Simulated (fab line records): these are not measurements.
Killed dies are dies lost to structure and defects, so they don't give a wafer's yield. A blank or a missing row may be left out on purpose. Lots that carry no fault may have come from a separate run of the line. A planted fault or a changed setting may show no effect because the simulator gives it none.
Struck lot and sound lot, side by side / flow berkeley_cmos170 / 31 out of 331 route steps
Sound: the wafers L149.3, L149.5, L149.6. Wafers struck: L160.1, L160.2, L160.5. Last of all comes the cause.
Per side, at each step with rows, come the tool, then ch with its chambers, and then its first start. Under that, the readings that differ: sound wafers / struck wafers / difference of the means / sigmas: that difference in standard deviations of wafers without a fault.
alike: readings with means less than 2 such deviations apart, plus words and numbers identical on both sides. not compared: withheld readings, readings lacking a value on some wafer, bounds such as >300 that could conceal the same value, and numbers that have no deviation in the record and whose values overlap.
A row with sigmas, a row that says differs or no value, or rows on one side alone: a step with any of these is where the two part. Numbers that don't overlap but have no deviation are shown without sigmas and don't part them. Lack of a reading on every wafer of one side parts them only where that side has two or more wafers.

first, 1 step without rows for these wafers: UCB170_SDANNEAL_RTA_01 (time 5 s).
UCB170_SDANNEAL_RS_MEAS_02: uses a four-point probe to measure.
  sound on film_metro-04 at day 7 06:46; struck on film_metro-03 at day 9 12:19
  alike: PSD_RS
UCB170_SDANNEAL_RS_MEAS_03: uses a four-point probe to measure.
  sound on film_metro-04 at day 7 06:53; struck on film_metro-03 at day 9 12:26
  alike: NSD_RS
UCB170_SDANNEAL_RS_MEAS_04: uses a four-point probe to measure.
  sound on film_metro-04 at day 7 07:00; struck on film_metro-03 at day 9 12:34
  alike: PLDD_RS
UCB170_SDANNEAL_RS_MEAS_05: uses a four-point probe to measure.
  sound on film_metro-04 at day 7 07:07; struck on film_metro-03 at day 9 12:41
  alike: NLDD_RS
then, 1 step without rows for these wafers: UCB170_SILICIDE_PRE_CLEAN_00 (preclean etch time 60 s).
UCB170_SILICIDE_SPUTTER_01: material Ti, target thk 30 nm, time 25 s.
  sound on pvd_sputter-01 at day 7 07:16; struck on pvd_sputter-01 at day 9 12:52
  alike: throttle_valve_pct
UCB170_SILICIDE_RS_MEAS_02: uses a four-point probe to measure.
  sound on film_metro-02 at day 7 07:20; struck on film_metro-02 at day 9 12:54
  alike: SILICIDE_TI_RS
UCB170_SILICIDE_THK_MEAS_03: measures by xrf.
  sound on film_metro-02 at day 7 07:26; struck on film_metro-02 at day 9 13:01
  alike: SILICIDE_TI_THK
UCB170_SILICIDE_RTA_04: time 15 s.
  sound on rtp_anneal-02 ch 0, day 7 07:30; struck on rtp_anneal-01 ch 0, day 9 13:05
  alike: lamp_power_pct, wafer_temp_C_max
then, 2 steps without rows for these wafers: UCB170_SILICIDE_WET_ETCH_05 (etches Ti in SPM, time 45 s); UCB170_CONTACT_CLEAN_00 (cleans in SPM, time 600 s).
UCB170_CONTACT_CVD_01: deposits PSG from SiH4/O2/PH3, target thk 700 nm, time 2820 s.
  sound on lpcvd-01 ch 0, day 7 07:45; struck on lpcvd-01 ch 1, day 9 13:21
reading=o2_flow_sccm (sccm); sound=90.30 90.21 90.09; struck=134.92 134.66 134.97; difference=+44.65; sigmas=+99 or more
reading=model.PSG_of_CONTACT_CVD_01.thk_nm (nm); sound=699.7 698.9 700.1; struck=887.4 883.6 889.6; difference=+187.3; sigmas=
  alike: sih4_flow_sccm, susceptor_temp_C
UCB170_CONTACT_THK_MEAS_02:
  sound on film_metro-04 at day 7 09:33; struck on film_metro-01 at day 9 15:08
reading=CONTACT_PSG_THK (nm); sound=700 699 699; struck=887 884 889; difference=+187; sigmas=+24
then, 5 steps without rows for these wafers: UCB170_CONTACT_HMDS_03 (prime time 60 s); UCB170_CONTACT_COAT_04 (resist thk 900 nm); UCB170_CONTACT_SOFTBAKE_05 (time 60 s); UCB170_CONTACT_STRIP_06 (strips in O2); UCB170_CONTACT_CLEAN_07 (cleans in SPM, time 600 s).
UCB170_CONTACT_RTA_08: time 10 s.
  sound on rtp_anneal-01 ch 0, day 7 10:37; struck on rtp_anneal-01 ch 0, day 9 15:55
  alike: lamp_power_pct, wafer_temp_C_max
then, 6 steps without rows for these wafers: UCB170_CONTACT_COAT_09; UCB170_CONTACT_COAT_10 (resist thk 900 nm); UCB170_CONTACT_SOFTBAKE_11 (time 60 s); UCB170_CONTACT_EXPOSE_12 (exposes mask CONT, target cd 700 nm); UCB170_CONTACT_PEB_13; UCB170_CONTACT_DEVELOP_14 (develop time 45 s).
UCB170_CONTACT_CD_MEAS_15: the cd target is 700 nm.
  sound on cd_sem-02 at day 7 11:46; struck on cd_sem-02 at day 9 16:50
  alike: cd_nm
UCB170_CONTACT_OVL_MEAS_16:
  sound on overlay-02 at day 7 11:52; struck on overlay-01 at day 9 16:57
  alike: CONTACT_OVL
UCB170_CONTACT_ETCH_17: etches BARC in N2/H2.
  sound on rie_diel-01 ch 0,3, day 7 11:53; struck on rie_diel-04 ch 1,2,3, day 9 16:59
  alike: drypump_motor_current_A, oes_product_au, throttle_valve_pct
UCB170_CONTACT_ETCH_18: etches PSG in CHF3/CF4/Ar, stops on TiSi2, target depth 840 nm, time 195 s.
  sound: rie_diel-01 ch 0,3; struck: rie_diel-04 ch 1,2,3
reading=oes_product_au (a.u.); sound=0.919 0.907 0.876; struck=0.985 0.995 1.011; difference=+0.096; sigmas=+6
reading=model.CONTACT.feature_depth_nm (nm); sound=699.7 698.9 700.1; struck=842 842.5 837.7; difference=+141; sigmas=
reading=model.etch.depth_nm (nm); sound=699.7 698.9 700.1; struck=842 842.5 837.7; difference=+141; sigmas=
  alike: cf4_flow_sccm, drypump_motor_current_A, throttle_valve_pct
  not compared: rf_hours_counter_h
UCB170_CONTACT_STRIP_19: strips in O2.
  sound on plasma_asher-02 ch 0,1, day 7 12:05; struck on plasma_asher-03 ch 0,1, day 9 17:09
  alike: drypump_motor_current_A, o2_flow_sccm, oes_product_au
  not compared: rf_hours_counter_h

WHERE THEY PART
Last at UCB170_CONTACT_ETCH_18 as far as this record goes, first at UCB170_CONTACT_CVD_01. Later steps at which nothing parts them and some readings are alike: UCB170_CONTACT_STRIP_19.

WHY: what the simulator had put in
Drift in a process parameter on lpcvd-01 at UCB170_CONTACT_CVD_01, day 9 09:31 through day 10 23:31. A move of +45 in setting o2_flow_sccm, from 90.
